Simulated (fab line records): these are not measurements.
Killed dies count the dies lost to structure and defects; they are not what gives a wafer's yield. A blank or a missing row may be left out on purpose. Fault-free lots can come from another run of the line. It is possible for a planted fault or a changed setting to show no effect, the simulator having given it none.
Which of the tools did it? / flow berkeleyCmos170 / 18 wafers from 6 lots sampled at 2 of the route's 331 steps

== WHAT EACH GAUGE READ, for each wafer ==
UCB170_M2_OVL_MEAS_16.
lot=L102; measured=day 9 13:22; on=overlay-02; M2_OVL (nm)=-5 -2 0
lot=L105; measured=day 10 07:29; on=overlay-02; M2_OVL (nm)=-3 -9 -9
lot=L110; measured=day 11 05:27; on=overlay-01; M2_OVL (nm)=122 120 123
lot=L116; measured=day 12 04:08; on=overlay-01; M2_OVL (nm)=5 -1 1
lot=L113; measured=day 12 04:32; on=overlay-02; M2_OVL (nm)=-6 -2 3
lot=L121; measured=day 13 07:17; on=overlay-02; M2_OVL (nm)=8 2 8

== EACH LOT AND THE TOOL THAT RAN IT (in order: tool; ch and the chambers of the sampled wafers; start) ==
lot=L102; UCB170_M2_EXPOSE_12=krfScanner-02 ch 0, day 9 12:32
lot=L105; UCB170_M2_EXPOSE_12=krfScanner-01 ch 0, day 10 06:47
lot=L110; UCB170_M2_EXPOSE_12=krfScanner-01 ch 0, day 11 04:09
lot=L116; UCB170_M2_EXPOSE_12=krfScanner-02 ch 0, day 12 02:53
lot=L113; UCB170_M2_EXPOSE_12=krfScanner-02 ch 0, day 12 03:26
lot=L121; UCB170_M2_EXPOSE_12=krfScanner-02 ch 0, day 13 06:46
- UCB170_M2_EXPOSE_12: exposes mask METAL2, target cd 700 nm.

== THE ANSWER, worked out from the rows above alone ==
Rule: usual is defined by the lots themselves. Put in order of their means at a reading, lots are off if they are a third of the lots or fewer, leave a main group of 4 or more, and stand apart from it by a gap of 3 or more times the standard deviation of the main group's means; of several such gaps the widest counts. A main group is skipped when, at the precision printed for the reading in the tables above, its means are all equal. A lot without any number at a reading at which 4 lots or more have one is off too. All remaining lots with rows at the step are treated as sound.
Off: L110, seen at UCB170_M2_OVL_MEAS_16 (M2_OVL). For the main group the mean is -1 nm and the standard deviation 4.3.
If a tool, at a process step before that reading, ran all the lots that are off and no sound lot after the first of them, it fits. Gauges at UCB170_M2_OVL_MEAS_16: tried the same way as those tools. One fits: UCB170_M2_EXPOSE_12 on krfScanner-01. A fault onset in the window from L105 (day 10 06:47, its last sound lot) to L110 (day 11 04:09, its first lot off) fits.

== WHAT THE SIMULATOR HAD PUT IN ==
Scanner matching overlay: krfScanner-01, from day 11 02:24 on, at UCB170_M2_EXPOSE_12. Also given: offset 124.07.
Shown lots that were struck: L110. The same result came from the rule above.
